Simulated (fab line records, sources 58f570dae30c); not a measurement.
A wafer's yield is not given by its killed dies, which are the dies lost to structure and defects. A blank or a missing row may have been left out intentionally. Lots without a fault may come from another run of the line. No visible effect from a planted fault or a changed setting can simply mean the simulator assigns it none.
Which tool did it? ; flow berkeleyCmos170 ; 14 lots with 42 wafers sampled at 5 steps, on a route of 331 steps

WHAT THE GAUGES SHOWED, per wafer
UCB170_PVT_TW_MEAS_09.
lot;measured;on;PVT_TW
L178;day 6 17:35;filmMetro-03;509 507 507
L179;day 6 17:49;filmMetro-02;503 503 505
L181;day 6 18:06;filmMetro-02;504 505 502
L180;day 6 18:22;filmMetro-04;499 499 503
L183;day 7 11:43;filmMetro-03;504 506 508
L182;day 7 11:58;filmMetro-03;504 507 507
L186;day 8 07:35;filmMetro-02;501 501 504
L184;day 8 08:18;filmMetro-04;497 493 496
L188;day 8 14:46;filmMetro-03;468 468 470
L191;day 9 17:10;filmMetro-02;466 466 465
L195;day 10 02:35;filmMetro-02;507 505 505
L197;day 11 06:51;filmMetro-02;505 507 503
L199;day 11 07:20;filmMetro-03;506 510 508
L201;day 11 18:42;filmMetro-04;500 501 500

UCB170_M1_RS_MEAS_01: measures by four-point-probe.
lot;measured;on;M1_AL_RS (ohm/sq)
L178;day 8 10:11;filmMetro-03;0.0479 0.0479 0.0480
L179;day 8 10:45;filmMetro-04;0.0481 0.0480 0.0479
L181;day 8 10:35;filmMetro-03;0.0488 0.0487 0.0487
L180;day 8 10:28;filmMetro-04;0.0482 0.0482 0.0487
L183;day 9 03:33;filmMetro-03;0.0485 0.0484 0.0482
L182;day 9 04:28;filmMetro-04;0.0483 0.0483 0.0483
L186;day 10 02:02;filmMetro-03;0.0491 0.0487 0.0486
L184;day 10 00:55;filmMetro-04;0.0481 0.0481 0.0484
L188;day 10 02:21;filmMetro-03;0.0496 0.0491 0.0495
L191;day 11 12:54;filmMetro-01;0.0489 0.0485 0.0489
L195;day 11 20:43;filmMetro-01;0.0486 0.0485 0.0485
L197;day 13 01:35;filmMetro-01;0.0489 0.0492 0.0490
L199;day 13 00:56;filmMetro-03;0.0489 0.0491 0.0486
L201;day 13 08:32;filmMetro-01;0.0482 0.0479 0.0481

UCB170_V1_CD_MEAS_90: the cd target is 700 nm.
lot;measured;on;cdNm (nm)
L178;day 8 15:36;cdSem-02;698.2 700.0 698.1
L179;day 8 17:21;cdSem-01;700.4 701.4 699.9
L181;day 8 17:07;cdSem-02;700.7 700.1 701.6
L180;day 8 16:52;cdSem-02;700.7 701.9 700.6
L183;day 9 09:07;cdSem-01;698.7 697.3 699.5
L182;day 9 10:27;cdSem-02;702.9 703.5 702.8
L186;day 10 08:45;cdSem-01;702.4 702.7 703.2
L184;day 10 06:26;cdSem-02;700.8 700.5 700.4
L188;day 10 10:31;cdSem-02;700.8 699.8 702.6
L191;day 11 18:55;cdSem-02;701.9 700.2 702.6
L195;day 12 02:26;cdSem-02;699.8 697.7 698.5
L197;day 13 08:17;cdSem-01;698.6 698.9 697.6
L199;day 13 06:14;cdSem-01;699.5 701.9 700.1
L201;day 13 15:21;cdSem-01;699.7 700.3 699.2

UCB170_V2_OVL_MEAS_13.
lot;measured;on;V2_OVL (nm)
L178;day 8 20:12;overlay-01;3 7 -3
L179;day 8 23:56;overlay-01;5 7 6
L181;day 8 23:54;overlay-01;6 6 3
L180;day 8 21:35;overlay-01;5 6 0
L183;day 9 13:38;overlay-01;0 1 6
L182;day 9 15:24;overlay-01;8 9 6
L186;day 10 13:28;overlay-02;4 -1 3
L184;day 10 11:08;overlay-01;10 6 13
L188;day 10 15:27;overlay-02;1 -1 6
L191;day 12 00:56;overlay-02;0 2 -6
L195;day 12 08:14;overlay-02;11 9 10
L197;day 13 14:46;overlay-02;7 10 10
L199;day 13 12:53;overlay-02;9 6 11
L201;day 13 21:22;overlay-01;3 7 -1

WHICH TOOL RAN EACH LOT (tool, then ch and the chambers of the sampled wafers, then the start)
lot;UCB170_PVT_IMPLANT_07
L178;implanter-02 ch 0, day 6 17:22
L179;implanter-03 ch 0, day 6 17:34
L181;implanter-02 ch 0, day 6 17:53
L180;implanter-01 ch 0, day 6 18:08
L183;implanter-01 ch 0, day 7 11:31
L182;implanter-03 ch 0, day 7 11:43
L186;implanter-03 ch 0, day 8 07:20
L184;implanter-01 ch 0, day 8 08:04
L188;implanter-03 ch 0, day 8 14:29
L191;implanter-03 ch 0, day 9 16:55
L195;implanter-02 ch 0, day 10 02:20
L197;implanter-01 ch 0, day 11 06:37
L199;implanter-01 ch 0, day 11 07:05
L201;implanter-01 ch 0, day 11 18:27
- UCB170_PVT_IMPLANT_07

AS READ BY THE TOOLS THEMSELVES (means over the sampled wafers that have a number; for cases with no such wafer, the mark the record gives instead)
UCB170_PVT_IMPLANT_07.
lot;tool;beamOnS (s);faradayCurrentUA
L178;implanter-02;9.98;6.34
L179;implanter-03;10.14;6.27
L181;implanter-02;10.01;6.32
L180;implanter-01;10.10;6.28
L183;implanter-01;9.95;6.38
L182;implanter-03;10.10;6.30
L186;implanter-03;10.12;6.29
L184;implanter-01;10.00;6.36
L188;implanter-03;7.62;8.32
L191;implanter-03;7.56;8.37
L195;implanter-02;10.06;6.29
L197;implanter-01;10.02;6.33
L199;implanter-01;9.89;6.41
L201;implanter-01;10.03;6.33

THE ANSWER, worked out from the rows above alone
Rule: the lots themselves supply what counts as usual. The widest of any qualifying gaps counts: lots, ordered by their means at a reading, are off when they make up no more than a third of the lots, leave a main group of 4 or more, and stand apart from it by 3 or more times the standard deviation of that group's means. The tables above print the reading to a certain number of digits; a main group whose means all agree to those digits is not used. A lot without any number at a reading at which 4 lots or more have one is off too. Any other lot the step has rows for is counted as sound. Order of review: gauges by route order, followed by the tools' own readings, for which a lot's mean as printed above is used. At the first step where some lot is off, the reading lying furthest off is the one used; lots without a number count as furthest.
Off: L188, L191, at UCB170_PVT_TW_MEAS_09 (PVT_TW). Main group: mean 504, sd 3.5.
If a tool, at a process step before that reading, ran all the lots that are off and no sound lot after the first of them, it fits. Not tried: the gauges at UCB170_PVT_TW_MEAS_09; whatever is off there is also off at UCB170_PVT_IMPLANT_07, on other tools, and gauge error can't account for it. One fits: implanter-03 at UCB170_PVT_IMPLANT_07. A fault onset in the window from L186 (day 8 07:20, its last sound lot) to L188 (day 8 14:29, its first lot off) fits.
The tool's own readings at UCB170_PVT_IMPLANT_07 bear it out: on the lots that are off they differ by more than 5 times the standard deviation of the sound lots' means. beamOnS reads 7.59 s there against 10.03 s on the sound lots; faradayCurrentUA reads 8.34 there against 6.33 on the sound lots.

WHAT WAS PUT IN BY THE SIMULATOR
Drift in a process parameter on implanter-03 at UCB170_PVT_IMPLANT_07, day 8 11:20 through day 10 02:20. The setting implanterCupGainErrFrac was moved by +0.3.
Struck lots among those shown: L188, L191. The rule above reached the same finding.
